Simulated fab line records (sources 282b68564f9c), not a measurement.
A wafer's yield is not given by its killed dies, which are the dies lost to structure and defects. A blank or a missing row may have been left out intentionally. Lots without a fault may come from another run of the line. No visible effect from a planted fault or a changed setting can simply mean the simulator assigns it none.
Split-lot trial	flow ritCmos	14 wafers read from 4 lots, route of 202 steps

== THE SPLIT ==
At RIT_GATE_EXPOSE_13 (exposes mask M6, target cd 150 nm), the setting doseMj was moved away from the recipe's 380 on 6 of the 14 wafers read, by -4.9% to +4.6%. This setting was run at the recipe's value on the other wafers.

== FROM THE SPLIT TO THE READING: what the file shows between them, 13 steps ==
- RIT_PLDD_IMPLANT_08 (also split here: energyKev)
- RIT_SPACER_ETCHBACK_05: etches Si3N4 in SF6/CHF3, stops on SiO2, target depth 250 nm, time 240 s (also split here: timeS)
- RIT_NSD_IMPLANT_08 (also split here: doseCm2)
- RIT_PSD_IMPLANT_08 (also split here: doseCm2)
- RIT_PSD_STRIP_09: strips in O2, time 180 s
- RIT_SDANNEAL_RTA_03: time 5 s
- RIT_SDANNEAL_RS_MEAS_05: measures by four-point-probe
- RIT_SDANNEAL_RS_MEAS_06: measures by four-point-probe
- RIT_SILICIDE_SPUTTER_01: material Ti, target thk 30 nm, time 240 s (also split here: timeS)
- RIT_SILICIDE_RS_MEAS_02: measures by four-point-probe
- RIT_SILICIDE_THK_MEAS_03: measures by xrf
- RIT_CONTACT_CVD_00: deposits SiO2 from TEOS, target thk 400 nm, time 61 s (also split here: timeS)
- RIT_CONTACT_THK_MEAS_01

== THE READING ==
etest.nmos_0p15.rOnOhmUm (the simulator's own value, which no gauge read), at RIT_M1_PROBE_99. No usual value for it is given in the file. Across the 8 wafers here that went through the recipe, the average is 1136.5 and the standard deviation 68.

wafer	tool, chamber at the split	doseMj as run	against the recipe	etest.nmos_0p15.rOnOhmUm	against lot-mates on the recipe
L075.2	ilineStepper-02, 0	380	recipe	1086	-
L076.1	ilineStepper-01, 0	397.3	+4.6%	1007	-118.5
L076.3	ilineStepper-01, 0	397.3	+4.6%	881	-244.5
L076.4	ilineStepper-01, 0	380	recipe	1173	-
L076.5	ilineStepper-01, 0	380	recipe	1078	-
L076.6	ilineStepper-01, 0	397.3	+4.6%	910.4	-215.1
L077.1	ilineStepper-01, 0	380	recipe	1089	-
L077.2	ilineStepper-01, 0	380	recipe	1109	-
L077.5	ilineStepper-01, 0	380	recipe	1091	-
L085.2	ilineStepper-02, 0	361.5	-4.9%	1376	+143.0
L085.3	ilineStepper-02, 0	380	recipe	1289	-
L085.4	ilineStepper-02, 0	361.5	-4.9%	1377	+144.0
L085.5	ilineStepper-02, 0	380	recipe	1177	-
L085.6	ilineStepper-02, 0	361.5	-4.9%	1485	+252.0

FIT RESULTS
A straight line over all 14 wafers: etest.nmos_0p15.rOnOhmUm changes by -51.1 for each +1% of doseMj; r = -0.93; the points scatter about the line by 69.
The same after taking each lot's own level away (the mean of its wafers on the recipe; 14 wafers): -39.5 for each +1%; r = -0.94; scatter 48.
That fit puts the effect of the largest move of doseMj on the reading at 1.9e+02.
The lots' own levels span 1086.00 to 1233.00, that is 2.2 times the standard deviation above.
Hence the slope depends on the lot-to-lot level, as the two fits are not the same.
Check: with one of the wafers moved furthest among these (-4.9%) left out of the fit, the line predicts +201 for it against its lot-mates. It came out at +143 against them.

== THE OTHER SPLITS THESE WAFERS WENT THROUGH ==
Note: prior to the reading, these wafers also went through further splits. Each is held against what the fit with the lots' levels taken away leaves over:
other split on the same wafers	wafers away from the commonest value	r with etest.nmos_0p15.rOnOhmUm (lot level and that fit taken away)
RIT_ACTIVE_COAT_06 spinRpm	2	+0.05
RIT_ACTIVE_ETCH_13 rfW	4	+0.14
RIT_NWELL_COAT_01 spinRpm	4	-0.16
RIT_NWELL_IMPLANT_08 energyKev	7	+0.13
RIT_NRETRO_IMPLANT_08 energyKev	5	+0.22
RIT_PLDD_IMPLANT_08 energyKev	3	-0.07
RIT_SPACER_ETCHBACK_05 timeS	5	+0.68
RIT_NSD_IMPLANT_08 doseCm2	3	-0.42
RIT_PSD_IMPLANT_08 doseCm2	3	-0.08
RIT_SILICIDE_SPUTTER_01 timeS	6	-0.34
RIT_CONTACT_CVD_00 timeS	6	-0.10

== THE WHOLE CHAIN: every reading that the file lists as answering this split, in the file's order ==
step	what it does	reading	change (the file's fit)	r (the file's)
RIT_M1_PROBE_99		etest.pmos_0p3.rOnOhmUm (the simulator's own value, which no gauge read)	-69.1 for each +1% of the setting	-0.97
RIT_M1_PROBE_99		etest.pmos_0p15.rOnOhmUm (the simulator's own value, which no gauge read)	-132 for each +1% of the setting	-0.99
RIT_M1_PROBE_99		etest.pmosTurned.rOnOhmUm (the simulator's own value, which no gauge read)	-127 for each +1% of the setting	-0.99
RIT_M1_PROBE_99		etest.nmos_0p15.rOnOhmUm (the simulator's own value, which no gauge read)	-39.4 for each +1% of the setting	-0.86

== FILE'S OWN FIT ==
etest.nmos_0p15.rOnOhmUm changes by -39.4 for each +1% of doseMj, r = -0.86.
